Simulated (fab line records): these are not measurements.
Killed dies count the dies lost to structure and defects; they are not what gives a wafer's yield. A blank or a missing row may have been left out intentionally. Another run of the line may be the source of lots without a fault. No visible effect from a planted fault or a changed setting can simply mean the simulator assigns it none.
The same fault as seen by 2 desks :: flow berkeleyCmos170 :: numbers are kept per desk, each desk with only its own; the story behind them comes last

FROM THE METROLOGY DESK
What the gauges read, lot by lot, whatever tool the lot ran on: means of the sampled wafers that have a number. Any lot whose mean is over 4 standard deviations away from the usual mean is out of limits and marked OUT; that distance is given in the brackets.
Columns: A = NSD_RS at UCB170_SDANNEAL_RS_MEAS_03, usual 37.42 ohm/sq; B = cdNm at UCB170_M1_CD_MEAS_90, usual 700.3 nm
lot: L172
first seen here: day 7 17:41
A: 37.45
B: 704.3

lot: L175
first seen here: day 7 19:16
A: 37.23
B: 699.3

lot: L176
first seen here: day 7 22:34
A: 37.49
B: 700.7

lot: L179
first seen here: day 8 21:51
A: 37.25
B: 701.3

lot: L178
first seen here: day 8 22:37
A: 37.42
B: 699.5

lot: L183
first seen here: day 9 19:47
A: 37.41
B: 698.9

lot: L185
first seen here: day 10 06:18
A: 37.50
B: 698.7

lot: L184
first seen here: day 10 07:53
A: 37.42
B: 704.9

lot: L188
first seen here: day 10 20:53
A: 37.43
B: 705.5

lot: L186
first seen here: day 10 21:19
A: 37.34
B: 700.1

lot: L190
first seen here: day 11 07:13
A: 37.46
B: 697.3

lot: L192
first seen here: day 11 13:56
A: 37.46
B: 701.2

lot: L193
first seen here: day 12 05:19
A: 37.51
B: 700.4

lot: L195
first seen here: day 12 16:53
A: 37.36
B: 700.0
This desk's finding: nothing out of limits on any of the 14 lots.

THE TOOL OWNER'S DESK: rieMetal-04
The tool's own readings at UCB170_M1_METAL_ETCH_12 (etches Al in Cl2/BCl3, stops on PSG, target depth 780 nm, time 133.5 s): means of the sampled wafers that have a number, for each lot that ran on this tool. Any lot whose mean is over 4 standard deviations away from the usual mean is out of limits and marked OUT; that distance is given in the brackets.
Columns: A = biasW at UCB170_M1_METAL_ETCH_12, usual 120.2 W; B = drypumpMotorCurrentA at UCB170_M1_METAL_ETCH_12, usual 5.4 A; C = oesProductAu at UCB170_M1_METAL_ETCH_12, usual 0.860 a.u.; D = throttleValvePct at UCB170_M1_METAL_ETCH_12, usual 24.25 %
lot: L172
first seen here: day 8 00:44
A: -
B: 5.3
C: 0.878
D: 24.38

lot: L179
first seen here: day 9 05:04
A: -
B: 5.3
C: 0.884
D: 24.37

lot: L184
first seen here: day 10 16:14
A: -
B: 5.3
C: 0.879
D: 24.37

lot: L188
first seen here: day 11 04:27
A: 120.3
B: 5.2
C: 0.867
D: 24.38
This desk's finding: nothing out of limits on any of the 4 lots.

BROUGHT TOGETHER
Metrology desk: nothing out of limits seen.
The desk of the tool owner found nothing out of limits.

WHAT THE SIMULATOR HAD INSERTED
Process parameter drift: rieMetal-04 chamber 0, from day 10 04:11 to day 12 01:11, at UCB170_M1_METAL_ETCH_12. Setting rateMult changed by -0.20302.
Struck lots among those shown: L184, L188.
